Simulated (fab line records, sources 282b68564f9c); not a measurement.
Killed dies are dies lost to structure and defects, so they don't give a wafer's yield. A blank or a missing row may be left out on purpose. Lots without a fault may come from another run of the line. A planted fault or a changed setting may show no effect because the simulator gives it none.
fab line records | flow rit_cmos
record lots=13 wafers=39 last_day=8
route steps=202 shown NSD@134 PSD@152 M1@202
lots that met no fault: from a run of the same line without faults
start_h: hours from the record's first day to the start of the lot's first wafer shown | wait_h: hours since the lot's step before | " the same as in the row above | L1.1+2: a row that stands for several wafers | - no value, or no start given | * or withheld: withheld | < > ~ a bound
route shown NAME@n: a module of which the file shows steps, and the number in the route of the first | usual: mean/standard deviation of fault-free wafers | same: alike in all rows | chamber/n: place in a boat | sites: the reading at each site | _std_site: their standard deviation | _edge_site: outer sites' mean less inner sites' | radius_mm: how far each site lies from the wafer's centre | mask NAME#n: copy n | behind: the tool/chamber that last shaped the wafer | hold: why the lot was held/for how many hours/how that ended | device: the transistor (n, p or np) that didn't switch | end of line: the same wafers' tests at the end of the route | a step without rows: its recipe alone | killed: dies lost to structure and defects at the first sort, not the wafer's yield | map: a wafer's dies, x killed, . not, _ none there
set.NAME: the setting as run; set.NAME@STEP: as run at that earlier step | model.NAME: the simulator's own value behind a step, which no gauge read
steps of the route over a sample of lots; a table a step, a row a wafer
services: from which hour (start_h, from the record's first day; less than 0 if before it) a tool's chamber was out of use, for how many hours, and why
## steps
# step RIT_NSD_EXPOSE_03
# recipe mask_id=M9 na=0.57 target_cd_nm=40700 dose_mj=250
# columns lot.wafer tool chamber start_h wait_h mask
L371.2+4+6 iline_stepper-02 0 58.34 0.2 M9#0
L372.1+3+6 iline_stepper-02 0 61.89 0.1 M9#0
L373.1+3+6 iline_stepper-01 0 65.12 0.2 M9#0
L375.1+2+4 iline_stepper-01 0 84.00 0.2 M10#0
L376.2+4+6 iline_stepper-02 0 84.26 0.4 M9#0
L380.1+3+6 iline_stepper-01 0 103.83 0.2 M9#0
L385.1+3+4 iline_stepper-01 0 126.18 0.1 M9#0
L386.2+4+6 iline_stepper-01 0 132.03 0.1 M9#0
L387.3+4+5 iline_stepper-01 0 138.28 0.1 M9#0
L388.1+4+5 iline_stepper-02 0 143.01 0.2 M9#0
L390.1+2+6 iline_stepper-01 0 154.51 0.1 M9#0
L391.1+3+5 iline_stepper-01 0 163.88 0.1 M9#0
L393.1+2+6 iline_stepper-02 0 170.88 0.2 M9#0
# step RIT_NSD_OVL_MEAS_06
# usual NSD_OVL=-0.5/1.5
# columns lot.wafer tool chamber start_h wait_h NSD_OVL[nm]
L371.2 overlay-02 - 58.78 - 1.2
L371.4 " - " " -2.3
L371.6 " - " " -1.8
L372.1 overlay-02 - 62.29 - -3.1
L372.3 " - " " -2.7
L372.6 " - " " -2.9
L373.1 overlay-01 - 65.52 - 3.4
L373.3 " - " " 2.1
L373.6 " - " " -1.2
L375.1 overlay-01 - 84.40 - -
L375.2 " - " " -
L375.4 " - " " -
L376.2 overlay-02 - 84.69 - -1.2
L376.4 " - " " -2.4
L376.6 " - " " -2.6
L380.1 overlay-02 - 104.23 - -0.3
L380.3 " - " " 0.5
L380.6 " - " " -3.6
L385.1 overlay-02 - 126.58 - 2.0
L385.3 " - " " 1.8
L385.4 " - " " 2.5
L386.2 overlay-01 - 132.42 - -1.2
L386.4 " - " " 1.5
L386.6 " - " " 0.0
L387.3 overlay-02 - 138.65 - 0.9
L387.4 " - " " 1.0
L387.5 " - " " 0.5
L388.1 overlay-02 - 143.41 - -0.7
L388.4 " - " " -0.9
L388.5 " - " " -0.9
L390.1 overlay-02 - 154.91 - -0.3
L390.2 " - " " 1.4
L390.6 " - " " 0.4
L391.1 overlay-01 - 164.28 - -0.5
L391.3 " - " " -2.2
L391.5 " - " " -2.2
L393.1 overlay-02 - 171.28 - -2.8
L393.2 " - " " -1.2
L393.6 " - " " -0.5
# step RIT_NSD_TW_MEAS_10
# usual NSD_TW=3109/31
# columns lot.wafer tool chamber start_h wait_h NSD_TW
L371.2 film_metro-01 - 59.30 0.1 3144
L371.4 " - " " 3136
L371.6 " - " " 3135
L372.1 film_metro-02 - 62.80 0.1 3093
L372.3 " - " " 3085
L372.6 " - " " 3090
L373.1 film_metro-02 - 66.03 0.1 3101
L373.3 " - " " 3084
L373.6 " - " " 3083
L375.1 film_metro-01 - 84.93 0.1 30
L375.2 " - " " 30
L375.4 " - " " 30
L376.2 film_metro-03 - 85.21 0.1 3086
L376.4 " - " " 3082
L376.6 " - " " 3074
L380.1 film_metro-02 - 104.74 0.1 3083
L380.3 " - " " 3095
L380.6 " - " " 3101
L385.1 film_metro-02 - 127.09 0.1 3080
L385.3 " - " " 3091
L385.4 " - " " 3074
L386.2 film_metro-03 - 132.93 0.1 3113
L386.4 " - " " 3108
L386.6 " - " " 3103
L387.3 film_metro-02 - 139.17 0.1 3072
L387.4 " - " " 3082
L387.5 " - " " 3085
L388.1 film_metro-03 - 143.93 0.1 3106
L388.4 " - " " 3116
L388.5 " - " " 3124
L390.1 film_metro-01 - 155.42 0.1 3148
L390.2 " - " " 3148
L390.6 " - " " 3146
L391.1 film_metro-02 - 164.82 0.2 3115
L391.3 " - " " 3102
L391.5 " - " " 3113
L393.1 film_metro-03 - 171.79 0.1 3100
L393.2 " - " " 3090
L393.6 " - " " 3099
# step RIT_PSD_TW_MEAS_10
# usual PSD_TW=3413/33
# columns lot.wafer tool chamber start_h wait_h PSD_TW
L371.2 film_metro-01 - 60.85 0.1 3444
L371.4 " - " " 3446
L371.6 " - " " 3441
L372.1 film_metro-03 - 64.35 0.1 3384
L372.3 " - " " 3386
L372.6 " - " " 3396
L373.1 film_metro-03 - 67.58 0.1 3387
L373.3 " - " " 3384
L373.6 " - " " 3397
L375.1 film_metro-01 - 86.79 0.1 3672
L375.2 " - " " 3650
L375.4 " - " " 3675
L376.2 film_metro-03 - 86.82 0.1 3369
L376.4 " - " " 3369
L376.6 " - " " 3376
L380.1 film_metro-03 - 106.37 0.1 3361
L380.3 " - " " 3354
L380.6 " - " " 3390
L385.1 film_metro-01 - 128.64 0.1 3467
L385.3 " - " " 3484
L385.4 " - " " 3455
L386.2 film_metro-03 - 134.36 0.1 3407
L386.4 " - " " 3418
L386.6 " - " " 3410
L387.3 film_metro-03 - 140.65 0.1 3404
L387.4 " - " " 3421
L387.5 " - " " 3417
L388.1 film_metro-03 - 145.47 0.1 3392
L388.4 " - " " 3404
L388.5 " - " " 3402
L390.1 film_metro-03 - 156.84 0.1 3405
L390.2 " - " " 3381
L390.6 " - " " 3396
L391.1 film_metro-01 - 166.24 0.1 3474
L391.3 " - " " 3470
L391.5 " - " " 3468
L393.1 film_metro-02 - 173.78 0.1 3427
L393.2 " - " " 3432
L393.6 " - " " 3444
# step RIT_M1_PROBE_99
# usual killed_at_M0_to_M3=0.0/0.12 killed_at_contacts=0.1/0.32 killed_at_front_end=6/3.1 killed_dies=7/3.2 killed_on_rim=1.7/1.4 killed_open=3.1/1.9 killed_short=3.5/2.2
# same gross_dies=264 killed_at_M4_up=0 killed_at_back_side=0 killed_at_other=0
# columns lot.wafer tool chamber start_h wait_h killed_at_M0_to_M3 killed_at_contacts killed_at_front_end killed_dies killed_on_rim killed_open killed_short
L375.1 prober-01 - 94.56 0.1 0 0 264 264 70 5 2
L375.2 prober-01 - 94.61 0.1 0 0 264 264 70 4 1
L375.4 prober-01 - 94.71 0.2 0 0 264 264 70 0 3
L376.2 prober-02 - 96.11 0.1 0 0 4 4 2 3 1
L376.4 prober-02 - 96.21 0.2 0 0 8 8 2 5 3
L376.6 prober-02 - 96.31 0.2 0 0 2 2 0 1 1
L386.2 prober-02 - 142.30 0.1 0 0 9 9 3 4 5
L386.4 prober-02 - 142.40 0.2 0 0 4 4 1 3 1
L386.6 prober-02 - 142.50 0.2 0 1 4 5 1 1 4
L387.3 prober-01 - 148.64 0.2 0 0 11 11 1 5 6
L387.4 prober-01 - 148.69 0.2 0 0 5 5 1 1 4
L387.5 prober-01 - 148.74 0.2 0 0 9 9 1 2 7
# killed by level:class
L375.1 NSD:area_expose=257 REOX:geometric_particle:open=4 GATE:geometric_particle:short=1 SPACER:geometric_particle:short=1 SPACER:geometric_particle:open=1
L375.2 NSD:area_expose=259 REOX:geometric_particle:open=3 GATE:geometric_particle:open=1 REOX:geometric_particle:short=1
L375.4 NSD:area_expose=261 FOX1:geometric_particle:short=1 GATE:geometric_particle:short=1 REOX:geometric_particle:short=1
L376.2 FOX1:geometric_particle:open=2 GATE:geometric_particle:open=1 SPACER:geometric_particle:short=1
L376.4 FOX1:geometric_particle:open=2 GATE:geometric_particle:open=2 FOX1:geometric_particle:short=1 GATE:geometric_particle:short=1 REOX:geometric_particle:open=1 SILICIDE:geometric_particle:short=1
L376.6 GATE:geometric_particle:short=1 SPACER:geometric_particle:open=1
L386.2 GATE:geometric_particle:short=4 SILICIDE:geometric_particle:open=2 FOX1:geometric_particle:open=1 SPACER:geometric_particle:open=1 SILICIDE:geometric_particle:short=1
L386.4 FOX1:geometric_particle:short=1 FOX2:geometric_particle:open=1 GATE:geometric_particle:open=1 SILICIDE:geometric_particle:open=1
L386.6 FOX2:geometric_particle:short=2 GATE:geometric_particle:open=1 CONTACT:geometric_particle:short=1 STARTING-WAFER:geometric_particle:short=1
L387.3 GATE:geometric_particle:open=3 GATE:geometric_particle:short=3 FOX1:geometric_particle:short=1 FOX2:geometric_particle:open=1 FOX2:geometric_particle:short=1 SPACER:geometric_particle:open=1 SILICIDE:geometric_particle:short=1
L387.4 GATE:geometric_particle:short=2 FOX1:geometric_particle:short=1 FOX2:geometric_particle:open=1 SILICIDE:geometric_particle:short=1
L387.5 GATE:geometric_particle:short=4 SILICIDE:geometric_particle:short=2 FOX2:geometric_particle:short=1 GATE:geometric_particle:open=1 SILICIDE:geometric_particle:open=1
## services
# columns tool chamber start_h hours kind
iline_stepper-01 - 77.36 6.5 repair
iline_stepper-01 0 99.70 - calibration
iline_stepper-01 - 107.67 1.7 pm
iline_stepper-02 - 147.81 1.7 pm
iline_stepper-02 - 167.85 2.1 pm
iline_stepper-02 - 169.93 - consumable_replace:lamp
## key
first_sign step=RIT_NSD_EXPOSE_03 reading=mask direction=changed
effect step=RIT_NSD_OVL_MEAS_06 reading=NSD_OVL direction=missing
effect step=RIT_NSD_TW_MEAS_10 reading=NSD_TW direction=down sigmas=99 usual=3109 struck=30
effect step=RIT_PSD_TW_MEAS_10 reading=PSD_TW direction=up sigmas=7.6 usual=3413 struck=3666
effect step=RIT_M1_PROBE_99 reading=killed_at_front_end direction=up sigmas=82 usual=6 struck=264
more_kills_born_at RIT_NSD_EXPOSE_03@iline_stepper-01=777
met_at RIT_NSD_EXPOSE_03
struck_lots L375
tester_left_out L375
onset_between 65.12 84.00
fault kind=wrong_mask tool=any chamber=- onset_h=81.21 steps=RIT_NSD_EXPOSE_03 aux_copy=M10#0 scope=struck_lots_only
# tester_left_out: of these lots the tester's yield and bins aren't shown, on N5 and GAA mostly nor the transistor test; their killed dies are dies lost to structure and defects alone, not to doping, threshold or leakage, so they don't give the yield
